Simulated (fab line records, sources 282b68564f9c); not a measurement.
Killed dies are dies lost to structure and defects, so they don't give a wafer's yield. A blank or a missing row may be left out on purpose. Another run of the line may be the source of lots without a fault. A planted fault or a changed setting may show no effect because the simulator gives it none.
A lot that was struck, set against a sound lot -- flow rit-cmos -- 19 out of 202 route steps
Sound: these wafers, L299.1, L299.2, L299.5. Wafers L304.3, L304.5, L304.6 were the ones struck. The cause comes at the end.
For every step that has rows: the tool of each side, followed by ch and its chambers, followed by its first start. Under that, the readings that differ: sound wafers -- struck wafers -- difference of the means -- sigmas: that difference in standard deviations of wafers without a fault.
alike: same words and numbers on both sides, and readings whose means sit less than 2 such deviations apart. not compared: any withheld reading, any reading some wafer has no value for, any bound like >300 that may hide the same value, and any number with overlapping values for which the record gives no deviation.
A row with sigmas, a row that says differs or no value, or rows on one side alone: a step with any of these is where the two part. Numbers that don't overlap but have no deviation are shown without sigmas and don't part them. A reading missing from all wafers of one side parts the sides only when that side holds two or more wafers.

first, 2 steps without rows for these wafers: RIT_NWELL_HARDBAKE_07 (time 120 s); RIT_NWELL_IMPLANT_08.
RIT_NWELL_STRIP_09: strips in O2, time 180 s.
  sound on plasma-asher-01 ch 0,1, day 3 09:44; struck on plasma-asher-04 ch 0,1, day 4 10:45
  alike: drypump-motor-current-A
  not compared: rf-hours-counter-h
RIT_NWELL_TW_MEAS_10:
  sound on film-metro-01 at day 3 09:55; struck on film-metro-02 at day 4 10:53
  alike: NWELL_TW
then, 6 steps without rows for these wafers: RIT_PWELL_HMDS_00 (prime time 60 s); RIT_PWELL_COAT_01 (resist thk 1300 nm); RIT_PWELL_SOFTBAKE_02 (time 60 s); RIT_PWELL_EXPOSE_03 (exposes mask M3, target cd 43700 nm); RIT_PWELL_PEB_04; RIT_PWELL_DEVELOP_05 (develop time 68 s).
RIT_PWELL_OVL_MEAS_06:
  sound on overlay-02 at day 3 10:59; struck on overlay-01 at day 4 12:06
  alike: PWELL_OVL
then, 1 step without rows for these wafers: RIT_PWELL_HARDBAKE_07 (time 120 s).
RIT_PWELL_IMPLANT_08:
  sound on implanter-02 ch 0, day 3 11:16; struck on implanter-03 ch 0, day 4 12:26
  alike: faraday-current-uA
RIT_PWELL_STRIP_09: strips in O2, time 180 s.
  sound on plasma-asher-03 ch 0,1, day 3 11:25; struck on plasma-asher-03 ch 0,1, day 4 12:35
  alike: drypump-motor-current-A
  not compared: rf-hours-counter-h
RIT_PWELL_TW_MEAS_10:
  sound on film-metro-02 at day 3 11:35; struck on film-metro-02 at day 4 12:43
  alike: PWELL_TW
then, 1 step without rows for these wafers: RIT_WELLDRIVE_ANNEAL_00 (time 14700 s).
RIT_WELLDRIVE_RS_MEAS_01: uses a four-point probe to measure.
  sound on film-metro-01 at day 3 16:48; struck on film-metro-01 at day 4 17:53
  alike: NWELL_RS
RIT_WELLDRIVE_RS_MEAS_02: uses a four-point probe to measure.
  sound on film-metro-01 at day 3 16:55; struck on film-metro-01 at day 4 18:24
reading,sound,struck,difference,sigmas
PWELL_RS (ohm/sq),428.6 428.7 429.1,435.2 435.2 435.9,+6.6,+5
  not compared: hold
RIT_M1_PROBE_99:
  sound on prober-01 at day 4 22:02; struck on prober-02 at day 6 16:35
  alike: killed-at-contacts, killed-at-front-end, killed-dies, killed-open, killed-short

WHERE THEY PART
Only at RIT_WELLDRIVE_RS_MEAS_02, within this record. Later steps at which nothing parts them and some readings are alike: RIT_M1_PROBE_99.

WHY: the cause the simulator had injected
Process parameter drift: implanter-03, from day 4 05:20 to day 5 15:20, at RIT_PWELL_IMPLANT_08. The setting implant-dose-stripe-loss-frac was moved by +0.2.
